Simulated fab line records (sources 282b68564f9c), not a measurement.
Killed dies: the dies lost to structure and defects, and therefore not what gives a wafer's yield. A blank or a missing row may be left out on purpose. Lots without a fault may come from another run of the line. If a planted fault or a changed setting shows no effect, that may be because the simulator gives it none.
Comparing a struck lot with a sound one | flow rit_cmos | 14 out of 202 route steps
Sound: wafers L137.2, L137.4, L137.5. The struck wafers were L142.1, L142.4, L142.6. At the end, the cause is stated.
At each step with rows: each side's tool, then ch and its chambers, then its first start. Under that, the readings that differ: sound wafers | struck wafers | difference of the means | sigmas: that difference in standard deviations of wafers without a fault.
alike: readings whose means differ by less than 2 such deviations, and words and numbers that are the same on both sides. not compared: withheld readings, readings that some wafer has no value for, bounds like >300 that may hide the same value, and numbers for which the record gives no deviation and whose values overlap.
Wherever a step has rows on one side only, a row that says differs or no value, or a row with sigmas, the two part there. Numbers that have no deviation but don't overlap get no sigmas and don't part them. A reading missing from all wafers of one side parts the sides only when that side holds two or more wafers.

first, 3 steps without rows for these wafers: RIT_GATE_CLEAN_02 (cleans in dHF, time 30 s); RIT_GATE_CLEAN_03 (cleans in SC2, time 600 s); RIT_GATE_CLEAN_04 (cleans in dHF, time 60 s).
RIT_FOX2_THK_MEAS_91:
  sound on film_metro-02, day 3 06:11; struck on film_metro-03, day 3 23:34
  alike: FIELD_OXIDE_LEFT_2_THK
then, 2 steps without rows for these wafers: RIT_GATE_OXIDATION_05 (target thk 3 nm, ox time 270 s); RIT_GATE_ANNEAL_06 (time 600 s).
RIT_GATE_THK_MEAS_07:
  sound on film_metro-03, day 3 10:21; struck on film_metro-02, day 4 05:23
  alike: GATE_OXIDE_THK
then, 1 step without rows for these wafers: RIT_GATE_CVD_08 (deposits poly-Si from SiH4, target thk 250 nm, time 2220 s).
RIT_GATE_THK_MEAS_09:
  sound on film_metro-01, day 3 13:11; struck on film_metro-03, day 4 07:04
  alike: GATE_POLY_THK
then, 3 steps without rows for these wafers: RIT_GATE_HMDS_10 (prime time 60 s); RIT_GATE_COAT_11 (resist thk 850 nm); RIT_GATE_SOFTBAKE_12 (time 60 s).
RIT_GATE_EXPOSE_13: exposes mask M6, target cd 150 nm.
  sound on iline_stepper-01 ch 0, day 3 13:50; struck on iline_stepper-01, day 4 07:58
  no value came back on the struck wafers for exposure_dose_mJ_cm2, focus_offset_nm (nm); on the sound wafers exposure_dose_mJ_cm2 reads 380.0 379.6 379.9
  alike: mask
after that, 1 step had no rows for these wafers: RIT_GATE_PEB_14.

== WHERE THEY PART ==
RIT_GATE_EXPOSE_13 only, going by this record.

WHY: what the simulator had put in
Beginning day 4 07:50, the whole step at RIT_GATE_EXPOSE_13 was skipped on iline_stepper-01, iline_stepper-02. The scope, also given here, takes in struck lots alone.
